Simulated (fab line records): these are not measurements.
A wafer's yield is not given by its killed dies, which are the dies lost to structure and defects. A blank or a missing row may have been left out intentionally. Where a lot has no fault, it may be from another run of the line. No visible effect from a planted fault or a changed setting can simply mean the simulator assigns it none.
What tool caused it? / flow berkeleyCmos170 / at 1 step of a route of 331, 14 lots with 42 wafers sampled

## WHAT THE GAUGES SHOWED, per wafer
The record lacks any reading of a measuring or inspecting step that a usual standard deviation could be used to judge.

## WHICH TOOL RAN EACH LOT (tool, then ch and the chambers of the sampled wafers, then the start)
lot=L880; UCB170_M1_METAL_ETCH_12=rieMetal-01 ch 0, day 8 04:38
lot=L882; UCB170_M1_METAL_ETCH_12=rieMetal-03 ch 0,1, day 8 18:52
lot=L881; UCB170_M1_METAL_ETCH_12=rieMetal-01 ch 0, day 8 19:38
lot=L883; UCB170_M1_METAL_ETCH_12=rieMetal-01 ch 0, day 9 03:29
lot=L886; UCB170_M1_METAL_ETCH_12=rieMetal-03 ch 0,1, day 10 04:10
lot=L887; UCB170_M1_METAL_ETCH_12=rieMetal-04 ch 0,1, day 10 05:11
lot=L894; UCB170_M1_METAL_ETCH_12=rieMetal-04 ch 0,1, day 10 23:04
lot=L890; UCB170_M1_METAL_ETCH_12=rieMetal-04 ch 0,1, day 11 01:31
lot=L888; UCB170_M1_METAL_ETCH_12=rieMetal-01 ch 0,1, day 11 02:07
lot=L889; UCB170_M1_METAL_ETCH_12=rieMetal-04 ch 0,1, day 11 03:46
lot=L895; UCB170_M1_METAL_ETCH_12=rieMetal-01 ch 0,1, day 11 03:55
lot=L897; UCB170_M1_METAL_ETCH_12=rieMetal-01 ch 0,1, day 11 22:44
lot=L903; UCB170_M1_METAL_ETCH_12=rieMetal-03 ch 0,1, day 13 00:02
lot=L902; UCB170_M1_METAL_ETCH_12=rieMetal-04 ch 0,1, day 13 00:19
- UCB170_M1_METAL_ETCH_12: etches Al in Cl2/BCl3, stops on PSG, target depth 780 nm, time 130 s.

## WHAT THE TOOLS THEMSELVES READ (means of the sampled wafers that have a number; where no wafer has one, the mark that the record gives instead)
UCB170_M1_METAL_ETCH_12.
lot=L880; tool=rieMetal-01; drypumpMotorCurrentA (A)=5.9; oesProductAu (a.u.)=0.829; runLengthS (s)=157.4; throttleValvePct (%)=24.64
lot=L882; tool=rieMetal-03; drypumpMotorCurrentA (A)=5.8; oesProductAu (a.u.)=0.848; runLengthS (s)=158.3; throttleValvePct (%)=24.60
lot=L881; tool=rieMetal-01; drypumpMotorCurrentA (A)=5.9; oesProductAu (a.u.)=0.836; runLengthS (s)=157.5; throttleValvePct (%)=24.64
lot=L883; tool=rieMetal-01; drypumpMotorCurrentA (A)=5.9; oesProductAu (a.u.)=0.842; runLengthS (s)=157.6; throttleValvePct (%)=24.63
lot=L886; tool=rieMetal-03; drypumpMotorCurrentA (A)=5.8; oesProductAu (a.u.)=0.837; runLengthS (s)=158.3; throttleValvePct (%)=24.55
lot=L887; tool=rieMetal-04; drypumpMotorCurrentA (A)=6.0; oesProductAu (a.u.)=0.842; runLengthS (s)=158.8; throttleValvePct (%)=24.22
lot=L894; tool=rieMetal-04; drypumpMotorCurrentA (A)=5.9; oesProductAu (a.u.)=0.850; runLengthS (s)=158.7; throttleValvePct (%)=24.31
lot=L890; tool=rieMetal-04; drypumpMotorCurrentA (A)=6.0; oesProductAu (a.u.)=0.855; runLengthS (s)=161.8; throttleValvePct (%)=24.23
lot=L888; tool=rieMetal-01; drypumpMotorCurrentA (A)=5.2; oesProductAu (a.u.)=0.843; runLengthS (s)=157.6; throttleValvePct (%)=24.09
lot=L889; tool=rieMetal-04; drypumpMotorCurrentA (A)=6.0; oesProductAu (a.u.)=0.840; runLengthS (s)=161.8; throttleValvePct (%)=24.25
lot=L895; tool=rieMetal-01; drypumpMotorCurrentA (A)=5.6; oesProductAu (a.u.)=0.904; runLengthS (s)=148.6; throttleValvePct (%)=24.33
lot=L897; tool=rieMetal-01; drypumpMotorCurrentA (A)=5.2; oesProductAu (a.u.)=0.904; runLengthS (s)=148.3; throttleValvePct (%)=24.05
lot=L903; tool=rieMetal-03; drypumpMotorCurrentA (A)=5.9; oesProductAu (a.u.)=0.833; runLengthS (s)=158.1; throttleValvePct (%)=24.56
lot=L902; tool=rieMetal-04; drypumpMotorCurrentA (A)=5.9; oesProductAu (a.u.)=0.846; runLengthS (s)=158.6; throttleValvePct (%)=24.31

## THE ANSWER, worked out from the rows above alone
Rule: what is usual is taken from the lots themselves. The widest of any qualifying gaps counts: lots, ordered by their means at a reading, are off when they make up no more than a third of the lots, leave a main group of 4 or more, and stand apart from it by 3 or more times the standard deviation of that group's means. The tables above print the reading to a certain number of digits; a main group whose means all agree to those digits is not used. Also off: a lot with no number at a reading for which 4 or more lots have one. The other lots that the step has rows for count as sound. The gauges are gone through in route order, then the tools' own readings, and for those a lot's mean is taken as printed above. At the first step where some lot is off, the reading lying furthest off is the one used; lots without a number count as furthest.
Off, at UCB170_M1_METAL_ETCH_12 on oesProductAu: L895, L897. Main group: mean 0.842 a.u., sd 0.0071.
If a tool, at that step or one of the process steps before it, ran each lot that is off and ran no sound lot following the first of them, it fits. One fits: rieMetal-01 at UCB170_M1_METAL_ETCH_12. Its last sound lot is L888 (day 11 02:07), its first lot that is off L895 (day 11 03:55): a fault that began between those two fits.
The tool's own readings at UCB170_M1_METAL_ETCH_12 bear it out: on the lots that are off they differ by more than 5 times the standard deviation of the sound lots' means. oesProductAu reads 0.904 a.u. there against 0.842 a.u. on the sound lots; runLengthS reads 148.4 s there against 158.7 s on the sound lots.

## WHAT THE SIMULATOR HAD PUT IN
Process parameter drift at UCB170_M1_METAL_ETCH_12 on rieMetal-01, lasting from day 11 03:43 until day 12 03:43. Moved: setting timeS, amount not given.
Lots struck among those shown: L895, L897. The rule given above showed the same thing.
